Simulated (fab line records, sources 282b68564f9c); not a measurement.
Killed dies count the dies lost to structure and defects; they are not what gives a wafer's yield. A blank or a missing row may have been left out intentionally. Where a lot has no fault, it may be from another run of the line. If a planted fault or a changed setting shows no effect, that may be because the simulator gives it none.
The tool behind it: which one? | flow rit_cmos | 7 lots, 21 wafers sampled, at 2 steps of a route of 202

WHAT EACH GAUGE READ, for each wafer
RIT_PLDD_OVL_MEAS_06.
lot  | measured    | on         | PLDD_OVL (nm)
L891 | day 3 05:30 | overlay-01 | 0.0 1.7 1.6
L894 | day 3 20:19 | overlay-01 | 2.5 1.3 0.4
L898 | day 4 17:04 | overlay-02 | -0.7 0.6 1.1
L902 | day 5 08:32 | overlay-01 | -0.3 0.0 0.5
L904 | day 5 19:50 | overlay-01 | -2.0 1.6 -0.5
L907 | day 6 12:50 | overlay-02 | 0.6 1.4 1.3
L913 | day 7 18:37 | overlay-02 | 1.3 1.0 2.7

WHAT TOOL EACH LOT RAN ON (gives the tool, then ch and the chambers of the sampled wafers, and finally the start)
lot  | RIT_PRETRO_STRIP_09
L891 | plasma_asher-01 ch 0,1, day 2 15:22
L894 | plasma_asher-04 ch 0,1, day 3 04:03
L898 | plasma_asher-04 ch 0,1, day 4 03:43
L902 | plasma_asher-01 ch 0,1, day 4 21:01
L904 | plasma_asher-04 ch 0,1, day 5 07:14
L907 | plasma_asher-02 ch 0,1, day 5 22:28
L913 | plasma_asher-04 ch 0,1, day 7 05:04
- RIT_PRETRO_STRIP_09: strips in O2, time 180 s.

THE ANSWER, worked out from the rows above alone
Rule: the lots themselves supply what counts as usual. The widest of any qualifying gaps counts: lots, ordered by their means at a reading, are off when they make up no more than a third of the lots, leave a main group of 4 or more, and stand apart from it by 3 or more times the standard deviation of that group's means. The tables above print the reading to a certain number of digits; a main group whose means all agree to those digits is not used. A lot without any number at a reading at which 4 lots or more have one is off too. Where the step has rows for the other lots, those lots are counted as sound.
No lot is off at any reading shown: from this, nothing can be told.

WHAT HAD BEEN PUT IN BY THE SIMULATOR
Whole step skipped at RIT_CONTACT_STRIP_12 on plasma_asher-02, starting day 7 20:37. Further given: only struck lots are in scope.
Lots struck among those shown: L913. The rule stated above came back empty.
